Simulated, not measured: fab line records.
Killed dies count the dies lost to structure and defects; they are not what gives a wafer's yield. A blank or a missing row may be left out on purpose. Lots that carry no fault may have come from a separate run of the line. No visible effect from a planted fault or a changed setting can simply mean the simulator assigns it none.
fab line records | flow ritCmos
[record] lots = 6 wafers = 18 lastDay = 7
route steps=202 shown NSD@132 PSD@142 M1@202
lots that met no fault: taken from a fault-free run of the same line
startH: start of the lot's first displayed wafer, in hours after the record's first day | waitH: time in hours since the lot's previous step | " identical to the entry in the row above | L1.1+2: one row covering several wafers at once | - no value present, or no start provided | * or withheld: withheld | < > ~ a bound
route shown NAME@n: a module of which the file shows steps, and the number in the route of the first | usual: mean/standard deviation of fault-free wafers | same: alike in all rows | chamber/n: place in a boat | sites: each site's reading | _std_site: the values' standard deviation | _edge_site: mean of outer sites minus mean of inner sites | radiusMm: for every site, how far away it sits from the centre of the wafer | mask NAME#n: copy n | behind: the tool/chamber that last shaped the wafer | hold: why the lot went on hold/how many hours it stayed there/how the hold came to an end | device: the n, p or np transistor that did not switch | end of line: at the end of the route, the tests of the same wafers | a step given without rows: its recipe and nothing more | killed: at the first sort, the dies lost to defects and structure; wafer yield is something else | map: a wafer's dies, x killed, . not, _ none there
set.NAME: the setting as run; set.NAME@STEP: as run at that earlier step | model.NAME: the simulator's own value behind a step, which no gauge read
lots at selected steps of the route; one table per step, one row per wafer
services: when a tool's chamber went out of use (startH, in hours from the record's first day, below 0 if earlier), for how many hours, and the reason
[[steps]]
[step RIT_NSD_COAT_01]
[recipe] resist = NOVOLAK spinRpm = 3250 resistThkNm = 1000
[step RIT_NSD_SOFTBAKE_02]
[recipe] resist = NOVOLAK tempC = 90 timeS = 60
[step RIT_NSD_EXPOSE_03]
[recipe] maskId = M9 na = 0.57 targetCdNm = 40700 doseMj = 250
[step RIT_NSD_PEB_04]
[recipe] resist = NOVOLAK tempC = withheld timeS = withheld
[step RIT_NSD_DEVELOP_05]
[recipe] resist = NOVOLAK developTimeS = 50 devTempC = 21.99
[step RIT_NSD_OVL_MEAS_06]
[usual] NSD_OVL = 0.5/1.5
// columns lot.wafer tool chamber startH waitH NSD_OVL[nm]
L237.1 overlay-02 - 64.99 - 3.2
L237.3 " - " " 1.6
L237.4 " - " " 2.7
L246.1 overlay-01 - 113.01 - 4.0
L246.2 " - " " 2.0
L246.6 " - " " 2.2
L249.4 overlay-01 - 122.51 - -1.8
L249.5 " - " " -1.5
L249.6 " - " " -0.6
L250.1 overlay-01 - 128.05 - -2.1
L250.3 " - " " -1.2
L250.4 " - " " -1.1
L254.3 overlay-02 - 144.81 - -1.4
L254.5 " - " " -0.3
L254.6 " - " " 0.4
L258.2 overlay-02 - 168.80 - -0.8
L258.3 " - " " -1.1
L258.5 " - " " 1.0
[step RIT_NSD_HARDBAKE_07]
[recipe] resist = NOVOLAK tempC = 140 timeS = 60
[step RIT_NSD_IMPLANT_08]
[recipe] species = P energyKev = 25.35 doseCm2 = 1e+15 tiltDeg = 7
[step RIT_NSD_STRIP_09]
[recipe] chemistry = O2 timeS = 180 resist = NOVOLAK platenTempC = withheld powerW = 500 pressureMtorr = 4000 o2FlowSccm = 4000
[usual] drypumpMotorCurrentA = 5.5/0.43
// columns lot.wafer tool chamber startH waitH drypumpMotorCurrentA rfHoursCounterH
L237.1 plasmaAsher-03 1 65.39 0.1 6.0 41
L237.3 " 1 " " 6.0 -
L237.4 " 0 " " 5.5 -
L246.1 plasmaAsher-03 1 113.35 0.1 6.0 46
L246.2 " 0 " " 5.5 46
L246.6 " 0 " " 5.5 -
L249.4 plasmaAsher-02 0 123.00 0.1 5.3 -
L249.5 " 1 " " 6.1 -
L249.6 " 0 " " 5.3 -
L250.1 plasmaAsher-03 1 128.39 0.1 6.0 48
L250.3 " 1 " " 6.0 -
L250.4 " 0 " " 5.5 -
L254.3 plasmaAsher-02 0 145.19 0.1 5.3 -
L254.5 " 1 " " 6.1 -
L254.6 " 0 " " 5.3 -
L258.2 plasmaAsher-01 0 169.13 0.1 4.9 52
L258.3 " 1 " " 5.4 -
L258.5 " 0 " " 4.9 -
[step RIT_NSD_TW_MEAS_10]
[usual] NSD_TW = 3134/39
// columns lot.wafer tool chamber startH waitH NSD_TW
L237.1 filmMetro-03 - 65.57 0.1 3190
L237.3 " - " " 3182
L237.4 " - " " 3165
L246.1 filmMetro-04 - 113.53 0.1 3138
L246.2 " - " " 3132
L246.6 " - " " 3158
L249.4 filmMetro-04 - 123.14 0.1 3166
L249.5 " - " " 3151
L249.6 " - " " 3139
L250.1 filmMetro-02 - 128.56 0.1 3071
L250.3 " - " " 3092
L250.4 " - " " 3100
L254.3 filmMetro-02 - 145.33 0.1 3089
L254.5 " - " " 3069
L254.6 " - " " 3076
L258.2 filmMetro-04 - 169.31 0.1 3169
L258.3 " - " " 3181
L258.5 " - " " 3167
[step RIT_PSD_HMDS_00]
[recipe] primeTimeS = 60 primeTempC = 140
[step RIT_PSD_COAT_01]
[recipe] resist = NOVOLAK spinRpm = 3250 resistThkNm = 1000
[step RIT_PSD_SOFTBAKE_02]
[recipe] resist = NOVOLAK tempC = 90 timeS = 60
[usual] heaterPowerTotalW = 34.56/0.049 plateTempC = 90.02/0.14
// columns lot.wafer tool chamber startH waitH heaterPowerTotalW plateTempC model.NOVOLAK_of_PSD_COAT_01.thkNm
L237.1 lithoTrack-04 0 65.93 0.1 34.51 90.14 1002
L237.3 " 0 " " 34.55 90.07 1003
L237.4 " 0 " " 34.52 90.18 1004
L246.1 lithoTrack-01 0 113.89 0.1 34.65 89.71 1006
L246.2 " 0 " " 34.53 89.84 1004
L246.6 " 0 " " 34.50 89.85 1008
L249.4 lithoTrack-01 0 123.55 0.1 35.70 92.24 994.4
L249.5 " 0 " " 35.70 92.14 994.9
L249.6 " 0 " " 35.71 92.03 997.6
L250.1 lithoTrack-01 0 128.92 0.1 35.69 92.39 996.5
L250.3 " 0 " " 35.72 92.35 995.7
L250.4 " 0 " " 35.66 92.13 994.1
L254.3 lithoTrack-03 0 145.72 0.1 34.62 90.17 1005
L254.5 " 0 " " 34.51 90.01 1000
L254.6 " 0 " " 34.59 90.04 1000
L258.2 lithoTrack-03 0 169.69 0.1 34.51 90.14 1008
L258.3 " 0 " " 34.55 90.04 1007
L258.5 " 0 " " 34.59 90.00 1003
[step RIT_PSD_EXPOSE_03]
[recipe] maskId = M10 na = 0.57 targetCdNm = 40900 doseMj = 250
[step RIT_PSD_PEB_04]
[recipe] resist = NOVOLAK tempC = withheld timeS = withheld
[step RIT_PSD_DEVELOP_05]
[recipe] resist = NOVOLAK developTimeS = 50 devTempC = 23
[usual] developerTempC = 22.99/0.1
// columns lot.wafer tool chamber startH waitH developerTempC model.NOVOLAK_of_PSD_COAT_01.thkNm
L237.1 lithoTrack-01 0 - - 23.12 1002
L237.3 " 0 " " 23.07 1003
L237.4 " 0 " " 23.07 1004
L246.1 lithoTrack-01 0 - - 22.79 1006
L246.2 " 0 " " 22.96 1004
L246.6 " 0 " " 22.84 1007
L249.4 lithoTrack-01 0 - - 22.93 994.1
L249.5 " 0 " " 23.02 994.5
L249.6 " 0 " " 23.00 997.2
L250.1 lithoTrack-04 0 - - 23.06 996.2
L250.3 " 0 " " 23.00 995.4
L250.4 " 0 " " 23.04 993.8
L254.3 lithoTrack-03 0 - - 23.11 1004
L254.5 " 0 " " 23.02 999.8
L254.6 " 0 " " 23.13 999.7
L258.2 lithoTrack-03 0 - - 22.97 1008
L258.3 " 0 " " 22.97 1007
L258.5 " 0 " " 23.19 1003
[step RIT_PSD_OVL_MEAS_06]
[usual] PSD_OVL = -0.3/1.2
// columns lot.wafer tool chamber startH waitH PSD_OVL[nm]
L237.1 overlay-02 - 66.60 - 0.8
L237.3 " - " " 2.2
L237.4 " - " " 2.5
L246.1 overlay-01 - 114.56 - 0.5
L246.2 " - " " 1.7
L246.6 " - " " 0.5
L249.4 overlay-01 - 124.04 - 0.2
L249.5 " - " " 0.9
L249.6 " - " " 0.3
L250.1 overlay-01 - 129.47 - -0.6
L250.3 " - " " -1.9
L250.4 " - " " -1.5
L254.3 overlay-01 - 146.35 - -1.7
L254.5 " - " " -0.7
L254.6 " - " " -0.5
L258.2 overlay-01 - 170.35 - -0.3
L258.3 " - " " -1.0
L258.5 " - " " 0.1
[step RIT_M1_PROBE_99]
[usual] killedAtContacts = 0.1/0.27 killedAtFrontEnd = 7/3.3 killedDies = 7/3.3 killedOpen = 3.5/2 killedShort = 3.8/2.2
[same] grossDies = 264 killed_at_M0_to_M3 = 0 killed_at_M4_up = 0 killedAtBackSide = 0 killedAtOther = 0
// columns lot.wafer tool chamber startH waitH killedAtContacts killedAtFrontEnd killedDies killedOpen killedShort
L237.1 prober-02 - 75.54 0.1 0 5 5 3 2
L237.3 prober-02 - 75.64 0.2 0 8 8 3 5
L237.4 prober-02 - 75.69 0.2 0 5 5 1 4
L246.1 prober-01 - 123.00 0.1 0 9 9 4 5
L246.2 prober-01 - 123.05 0.1 1 5 6 3 3
L246.6 prober-01 - 123.25 0.2 0 7 7 2 5
L250.1 prober-01 - 138.08 0.1 0 20 20 14 6
L250.3 prober-01 - 138.18 0.2 0 20 20 10 10
L250.4 prober-01 - 138.23 0.2 0 15 15 7 8
L254.3 prober-01 - 154.77 0.2 0 8 8 3 4
L254.5 prober-01 - 154.87 0.2 0 6 6 4 2
L254.6 prober-01 - 154.92 0.2 0 4 4 2 2
L258.2 prober-01 - 178.77 0.1 0 6 6 4 2
L258.3 prober-01 - 178.82 0.2 0 4 4 2 2
L258.5 prober-01 - 178.92 0.2 0 8 8 3 5
// killed by level:class
L237.1 GATE:geometricParticle:short=2 GATE:geometricParticle:open=1 REOX:geometricParticle:open=1 SPACER:geometricParticle:open=1
L237.3 GATE:geometricParticle:short=3 GATE:geometricParticle:open=1 REOX:geometricParticle:open=1 REOX:geometricParticle:short=1 SILICIDE:geometricParticle:open=1 SILICIDE:geometricParticle:short=1
L237.4 FOX1:geometricParticle:short=2 GATE:geometricParticle:short=1 REOX:geometricParticle:open=1 SPACER:geometricParticle:short=1
L246.1 SILICIDE:geometricParticle:short=4 FOX1:geometricParticle:open=2 GATE:geometricParticle:open=1 SPACER:geometricParticle:short=1 SILICIDE:geometricParticle:open=1
L246.2 GATE:geometricParticle:short=2 FOX1:geometricParticle:open=1 SPACER:geometricParticle:open=1 SILICIDE:geometricParticle:short=1 CONTACT:geometricParticle:open=1
L246.6 FOX1:geometricParticle:short=2 FOX1:geometricParticle:open=1 FOX2:geometricParticle:short=1 REOX:geometricParticle:short=1 SILICIDE:geometricParticle:open=1 SILICIDE:geometricParticle:short=1
L250.1 SPACER:geometricParticle:open=6 GATE:geometricParticle:open=5 GATE:geometricParticle:short=3 SPACER:geometricParticle:short=3 FOX1:geometricParticle:open=1 FOX2:geometricParticle:open=1 SILICIDE:geometricParticle:open=1
L250.3 SPACER:geometricParticle:short=7 FOX1:geometricParticle:open=3 SPACER:geometricParticle:open=3 SILICIDE:geometricParticle:open=2 FOX1:geometricParticle:short=1 GATE:geometricParticle:short=1 GATE:geometricParticle:open=1 REOX:geometricParticle:open=1
L250.4 GATE:geometricParticle:open=4 GATE:geometricParticle:short=3 FOX1:geometricParticle:short=2 REOX:geometricParticle:short=2 FOX1:geometricParticle:open=1 SPACER:geometricParticle:open=1 SILICIDE:geometricParticle:short=1 SILICIDE:geometricParticle:open=1
L254.3 GATE:geometricParticle:short=2 GATE:geometricParticle:open=2 FOX1:geometricParticle:short=1 FOX1:geometricParticle:open=1 SILICIDE:geometricParticle:short=1 NWELL:coatMicrobubblePrinted=1
L254.5 GATE:geometricParticle:open=3 FOX1:geometricParticle:open=1 FOX1:geometricParticle:short=1 GATE:geometricParticle:short=1
L254.6 ACTIVE:geometricParticle:open=1 GATE:geometricParticle:short=1 REOX:geometricParticle:short=1 SPACER:geometricParticle:open=1
L258.2 FOX1:geometricParticle:short=1 FOX1:geometricParticle:open=1 FOX2:geometricParticle:open=1 GATE:geometricParticle:short=1 GATE:geometricParticle:open=1 REOX:geometricParticle:open=1
L258.3 GATE:geometricParticle:open=2 GATE:geometricParticle:short=1 SPACER:geometricParticle:short=1
L258.5 GATE:geometricParticle:short=4 FOX1:geometricParticle:short=1 FOX1:geometricParticle:open=1 GATE:geometricParticle:open=1 SPACER:geometricParticle:open=1
[[services]]
// columns tool chamber startH hours kind
plasmaAsher-03 - 45.49 2.8 repair
plasmaAsher-03 - 78.11 4.9 repair
plasmaAsher-02 - 108.75 9.0 pm
plasmaAsher-02 0 108.75 9.0 ventCycle
plasmaAsher-02 1 108.75 9.0 ventCycle
plasmaAsher-02 0 117.75 - clean
plasmaAsher-02 1 117.75 - clean
[[key]]
[firstSign] step = RIT_PSD_SOFTBAKE_02 reading = heaterPowerTotalW direction = up sigmas = 23 usual = 34.56 struck = 35.70
[effect] step = RIT_PSD_SOFTBAKE_02 reading = plateTempC direction = up sigmas = 16 usual = * struck = *
[modelEffect] step = RIT_PSD_SOFTBAKE_02 value = NOVOLAK_of_PSD_COAT_01.thkNm without = 1001 struck = 995.5
[modelEffect] step = RIT_PSD_DEVELOP_05 value = NOVOLAK_of_PSD_COAT_01.thkNm without = 1001 struck = 995.2
metAt RIT_PSD_SOFTBAKE_02
struckWafers L249.4,L249.5,L249.6,L250.1,L250.3,L250.4
testerLeftOut L249,L250
onsetBetween 113.89 123.55
[fault] kind = processParameterDrift tool = lithoTrack-01 chamber = - onsetH = 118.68 steps = RIT_PSD_SOFTBAKE_02 channel = tempC offset = * shape = step endH = 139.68 actsIn = * stated = *
// testerLeftOut: of these lots the tester's yield and bins aren't shown, on N5 and GAA mostly nor the transistor test; their killed dies are dies lost to structure and defects alone, not to doping, threshold or leakage, so they don't give the yield
